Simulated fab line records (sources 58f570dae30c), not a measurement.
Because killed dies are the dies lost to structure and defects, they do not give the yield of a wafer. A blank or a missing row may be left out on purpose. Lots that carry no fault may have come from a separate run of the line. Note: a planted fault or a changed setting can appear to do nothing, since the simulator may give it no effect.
The tool behind it: which one? :: flow berkeley_cmos170 :: Sampling: 13 lots, 39 wafers, 4 of 331 route steps

== WHAT EACH GAUGE READ, for each wafer ==
UCB170_PWELL_THK_MEAS_03.
lot: L205
measured: day 2 22:13
on: film_metro-02
PWELL_OXIDE_THK (nm): 26.5 26.1 26.6

lot: L206
measured: day 2 22:13
on: film_metro-01
PWELL_OXIDE_THK (nm): 26.8 26.4 26.7

lot: L207
measured: day 3 02:35
on: film_metro-04
PWELL_OXIDE_THK (nm): 26.4 26.4 26.6

lot: L208
measured: day 3 06:12
on: film_metro-02
PWELL_OXIDE_THK (nm): 26.2 25.9 26.0

lot: L209
measured: day 3 09:38
on: film_metro-04
PWELL_OXIDE_THK (nm): 27.0 26.9 27.1

lot: L210
measured: day 3 16:29
on: film_metro-02
PWELL_OXIDE_THK (nm): 27.0 26.8 26.8

lot: L211
measured: day 3 22:47
on: film_metro-01
PWELL_OXIDE_THK (nm): 26.9 26.5 26.5

lot: L212
measured: day 4 04:38
on: film_metro-02
PWELL_OXIDE_THK (nm): 26.3 26.3 26.3

lot: L216
measured: day 5 09:30
on: film_metro-02
PWELL_OXIDE_THK (nm): 25.9 25.9 26.3

lot: L221
measured: day 6 03:55
on: film_metro-01
PWELL_OXIDE_THK (nm): 26.6 26.7 26.7

lot: L223
measured: day 6 15:56
on: film_metro-01
PWELL_OXIDE_THK (nm): 26.5 26.3 26.6

lot: L226
measured: day 7 02:33
on: film_metro-01
PWELL_OXIDE_THK (nm): 25.8 26.0 25.9

lot: L228
measured: day 7 12:26
on: film_metro-04
PWELL_OXIDE_THK (nm): 26.5 26.0 26.0

UCB170_PFIELD_OVL_MEAS_06.
lot: L205
measured: day 4 13:11
on: overlay-01
PFIELD_OVL (nm): -1 -1 -5

lot: L206
measured: day 4 13:27
on: overlay-02
PFIELD_OVL (nm): 14 7 3

lot: L207
measured: day 5 01:15
on: overlay-02
PFIELD_OVL (nm): 8 11 10

lot: L208
measured: day 5 01:05
on: overlay-02
PFIELD_OVL (nm): 0 14 -2

lot: L209
measured: day 5 01:29
on: overlay-01
PFIELD_OVL (nm): 3 0 5

lot: L210
measured: day 5 13:28
on: overlay-01
PFIELD_OVL (nm): 3 8 6

lot: L211
measured: day 5 21:48
on: overlay-02
PFIELD_OVL (nm): 0 -5 11

lot: L212
measured: day 5 21:13
on: overlay-01
PFIELD_OVL (nm): 1 10 6

lot: L216
measured: day 7 04:12
on: overlay-01
PFIELD_OVL (nm): 13 12 9

lot: L221
measured: day 8 00:44
on: overlay-01
PFIELD_OVL (nm): 11 1 0

lot: L223
measured: day 8 04:11
on: overlay-01
PFIELD_OVL (nm): 0 4 7

lot: L226
measured: day 8 16:48
on: overlay-02
PFIELD_OVL (nm): 6 5 -1

lot: L228
measured: day 9 07:52
on: overlay-01
PFIELD_OVL (nm): 3 3 -3

UCB170_GATE_THK_MEAS_02.
lot: L205
measured: day 6 10:44
on: film_metro-02
GATE_OXIDE_THK (nm): 6.55 6.61 6.73

lot: L206
measured: day 6 10:44
on: film_metro-04
GATE_OXIDE_THK (nm): 6.53 6.55 6.55

lot: L207
measured: day 7 00:29
on: film_metro-04
GATE_OXIDE_THK (nm): 6.76 6.68 6.63

lot: L208
measured: day 7 02:17
on: film_metro-02
GATE_OXIDE_THK (nm): 6.60 6.44 6.41

lot: L209
measured: day 7 02:15
on: film_metro-04
GATE_OXIDE_THK (nm): 6.64 6.57 6.76

lot: L210
measured: day 7 09:50
on: film_metro-02
GATE_OXIDE_THK (nm): 6.85 6.74 6.90

lot: L211
measured: day 7 09:53
on: film_metro-02
GATE_OXIDE_THK (nm): 6.54 6.62 6.44

lot: L212
measured: day 7 09:52
on: film_metro-03
GATE_OXIDE_THK (nm): 6.64 6.60 6.62

lot: L216
measured: day 8 09:36
on: film_metro-03
GATE_OXIDE_THK (nm): 7.76 7.64 7.72

lot: L221
measured: day 9 22:32
on: film_metro-03
GATE_OXIDE_THK (nm): 7.57 7.65 7.50

lot: L223
measured: day 9 22:36
on: film_metro-03
GATE_OXIDE_THK (nm): 7.55 7.71 7.87

lot: L226
measured: day 10 16:40
on: film_metro-04
GATE_OXIDE_THK (nm): 6.51 6.50 6.50

lot: L228
measured: day 11 02:58
on: film_metro-02
GATE_OXIDE_THK (nm): 6.58 6.60 6.74

== WHAT TOOL EACH LOT RAN ON (gives the tool, then ch and the chambers of the sampled wafers, and finally the start) ==
lot: L205
UCB170_PWELL_ETCH_14: rie_diel-02 ch 0,2, day 3 06:48

lot: L206
UCB170_PWELL_ETCH_14: rie_diel-03 ch 0,1,2, day 3 06:52

lot: L207
UCB170_PWELL_ETCH_14: rie_diel-03 ch 0,1,2, day 3 10:17

lot: L208
UCB170_PWELL_ETCH_14: rie_diel-02 ch 0,1,2, day 3 14:18

lot: L209
UCB170_PWELL_ETCH_14: rie_diel-03 ch 0,1,2, day 3 17:34

lot: L210
UCB170_PWELL_ETCH_14: rie_diel-01 ch 0,1,3, day 3 22:07

lot: L211
UCB170_PWELL_ETCH_14: rie_diel-02 ch 0,1, day 4 07:29

lot: L212
UCB170_PWELL_ETCH_14: rie_diel-02 ch 0,1,2, day 4 15:38

lot: L216
UCB170_PWELL_ETCH_14: rie_diel-01 ch 0,3, day 5 18:32

lot: L221
UCB170_PWELL_ETCH_14: rie_diel-02 ch 1,2,3, day 6 16:54

lot: L223
UCB170_PWELL_ETCH_14: rie_diel-02 ch 0,1,2, day 7 00:14

lot: L226
UCB170_PWELL_ETCH_14: rie_diel-01 ch 1,2, day 7 08:40

lot: L228
UCB170_PWELL_ETCH_14: rie_diel-03 ch 0,2, day 7 20:05
- UCB170_PWELL_ETCH_14: etches Si3N4 in CH3F/Ar/O2, stops on SiO2, target depth 242 nm, time 151 s.

== AS READ BY THE TOOLS THEMSELVES (means over the sampled wafers that have a number; for cases with no such wafer, the mark the record gives instead) ==
UCB170_PWELL_ETCH_14.
lot: L205
tool: rie_diel-02
O2_flow_sccm (sccm): 7.016
drypump_motor_current_A (A): 5.9
oes_product_au (a.u.): 0.930
rf_fwd_power_W (W): 448.3
throttle_valve_pct (%): 8.02

lot: L206
tool: rie_diel-03
O2_flow_sccm (sccm): 6.973
drypump_motor_current_A (A): 5.3
oes_product_au (a.u.): 0.947
rf_fwd_power_W (W): 447.8
throttle_valve_pct (%): 8.10

lot: L207
tool: rie_diel-03
O2_flow_sccm (sccm): 6.986
drypump_motor_current_A (A): 5.3
oes_product_au (a.u.): 0.944
rf_fwd_power_W (W): 448.9
throttle_valve_pct (%): 8.09

lot: L208
tool: rie_diel-02
O2_flow_sccm (sccm): 6.989
drypump_motor_current_A (A): 5.8
oes_product_au (a.u.): 0.927
rf_fwd_power_W (W): 449.5
throttle_valve_pct (%): 7.98

lot: L209
tool: rie_diel-03
O2_flow_sccm (sccm): 6.975
drypump_motor_current_A (A): 5.3
oes_product_au (a.u.): 0.941
rf_fwd_power_W (W): 446.3
throttle_valve_pct (%): 8.10

lot: L210
tool: rie_diel-01
O2_flow_sccm (sccm): 6.986
drypump_motor_current_A (A): 5.9
oes_product_au (a.u.): 0.953
rf_fwd_power_W (W): 448.2
throttle_valve_pct (%): 8.07

lot: L211
tool: rie_diel-02
O2_flow_sccm (sccm): 6.995
drypump_motor_current_A (A): 5.8
oes_product_au (a.u.): 0.929
rf_fwd_power_W (W): 449.1
throttle_valve_pct (%): 7.95

lot: L212
tool: rie_diel-02
O2_flow_sccm (sccm): 7.010
drypump_motor_current_A (A): 5.8
oes_product_au (a.u.): 0.922
rf_fwd_power_W (W): 447.8
throttle_valve_pct (%): 7.98

lot: L216
tool: rie_diel-01
O2_flow_sccm (sccm): 7.006
drypump_motor_current_A (A): 5.6
oes_product_au (a.u.): 0.940
rf_fwd_power_W (W): 446.9
throttle_valve_pct (%): 8.03

lot: L221
tool: rie_diel-02
O2_flow_sccm (sccm): 7.001
drypump_motor_current_A (A): 5.9
oes_product_au (a.u.): 0.930
rf_fwd_power_W (W): 448.3
throttle_valve_pct (%): 8.01

lot: L223
tool: rie_diel-02
O2_flow_sccm (sccm): 6.969
drypump_motor_current_A (A): 5.8
oes_product_au (a.u.): 0.924
rf_fwd_power_W (W): 448.1
throttle_valve_pct (%): 7.97

lot: L226
tool: rie_diel-01
O2_flow_sccm (sccm): 7.021
drypump_motor_current_A (A): 6.0
oes_product_au (a.u.): 0.952
rf_fwd_power_W (W): 447.3
throttle_valve_pct (%): 8.14

lot: L228
tool: rie_diel-03
O2_flow_sccm (sccm): 7.003
drypump_motor_current_A (A): 5.6
oes_product_au (a.u.): 0.939
rf_fwd_power_W (W): 448.9
throttle_valve_pct (%): 8.07

== THE ANSWER, worked out from the rows above alone ==
Rule: usual is defined by the lots themselves. Put in order of their means at a reading, lots are off if they are a third of the lots or fewer, leave a main group of 4 or more, and stand apart from it by a gap of 3 or more times the standard deviation of the main group's means; of several such gaps the widest counts. The tables above print the reading to a certain number of digits; a main group whose means all agree to those digits is not used. A lot without any number at a reading at which 4 lots or more have one is off too. Where the step has rows for the other lots, those lots are counted as sound. First the gauges in route order, then the tools' own readings, where a lot's mean is used as printed above. The first step at which some lot is off is used, and at that step the reading that is off furthest; a lot without a number counts as furthest.
Off: L216, L221, L223, seen at UCB170_GATE_THK_MEAS_02 (GATE_OXIDE_THK). For the main group the mean is 6.61 nm and the standard deviation 0.098.
A tool fits if, at a process step before that reading, it ran every lot that is off, and no sound lot after the first of them. The gauges at UCB170_GATE_THK_MEAS_02 are tried like those tools. One candidate fits, namely film_metro-03 at UCB170_GATE_THK_MEAS_02. A fault onset in the window from L212 (day 7 09:52, its last sound lot) to L216 (day 8 09:36, its first lot off) fits.

== WHAT WAS PUT IN BY THE SIMULATOR ==
Metrology matching offset: film_metro-03, from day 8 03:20 on, at UCB170_GATE_THK_MEAS_02. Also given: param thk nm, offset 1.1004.
Struck lots among those shown: L216, L221, L223. Same finding as the rule above.
